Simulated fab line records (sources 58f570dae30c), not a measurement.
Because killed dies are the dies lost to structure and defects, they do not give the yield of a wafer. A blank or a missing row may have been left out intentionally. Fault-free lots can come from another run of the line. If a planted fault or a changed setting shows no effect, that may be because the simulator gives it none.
2 desks, one fault | flow berkeley_cmos170 | only its own numbers are on each desk; what lay behind them is given at the end

## DESK OF THE TOOL OWNER: rie_diel-01
The tool's own readings at UCB170_ACTIVE_ETCH_15 (etches Si3N4 in CH3F/Ar/O2, stops on SiO2, target depth 242 nm, time 151 s): means of the sampled wafers that have a number, for each lot that ran on this tool. Marked OUT: a lot whose mean sits more than 4 standard deviations from the usual mean, which makes it out of limits; the brackets give that distance.
Columns: A = O2_flow_sccm at UCB170_ACTIVE_ETCH_15, usual 7.001 sccm; B = drypump_motor_current_A at UCB170_ACTIVE_ETCH_15, usual 5.3 A; C = oes_product_au at UCB170_ACTIVE_ETCH_15, usual 0.938 a.u.; D = throttle_valve_pct at UCB170_ACTIVE_ETCH_15, usual 8.07 %
lot  | first seen here | A     | B   | C     | D
L576 | day 4 23:36     | 6.998 | 5.8 | 0.933 | 7.95
L578 | day 5 00:05     | 7.005 | 5.0 | 0.923 | 8.00
L583 | day 5 22:19     | 7.012 | 5.3 | 0.924 | 8.01
L584 | day 6 08:17     | 6.983 | 5.5 | 0.926 | 8.17
This desk's verdict: no lot among the 4 shows anything out of limits.

## AT THE METROLOGY DESK
What the gauges read, lot by lot, whatever tool the lot ran on: means of the sampled wafers that have a number. Marked OUT: a lot whose mean sits more than 4 standard deviations from the usual mean, which makes it out of limits; the brackets give that distance.
Columns: A = V2_BOW at UCB170_V2_BOW_MEAS_03, usual 37 um; B = cd_nm at UCB170_V2_CD_MEAS_90, usual 700.0 nm
lot  | first seen here | A  | B
L574 | day 8 09:13     | 35 | 701.6
L575 | day 8 09:17     | 39 | 699.6
L579 | day 9 05:25     | 39 | 701.3
L578 | day 9 05:50     | 37 | 698.5
L576 | day 9 06:23     | 42 | 699.8
L583 | day 9 09:37     | 39 | 699.8
L584 | day 9 18:20     | 43 | 700.2
L591 | day 11 02:52    | 45 | 700.1
L590 | day 11 04:59    | 46 | 696.3
L592 | day 11 05:17    | 38 | 699.8
L594 | day 11 20:55    | 33 | 697.9
L595 | day 12 05:19    | 32 | 701.6
L596 | day 12 15:31    | 36 | 698.5
L597 | day 12 20:43    | 37 | 700.7
This desk's verdict: no lot among the 14 shows anything out of limits.

## TAKEN TOGETHER
Nothing out of limits was seen by the tool owner's desk.
At the metrology desk, nothing out of limits was observed.

## WHAT HAD BEEN PUT IN BY THE SIMULATOR
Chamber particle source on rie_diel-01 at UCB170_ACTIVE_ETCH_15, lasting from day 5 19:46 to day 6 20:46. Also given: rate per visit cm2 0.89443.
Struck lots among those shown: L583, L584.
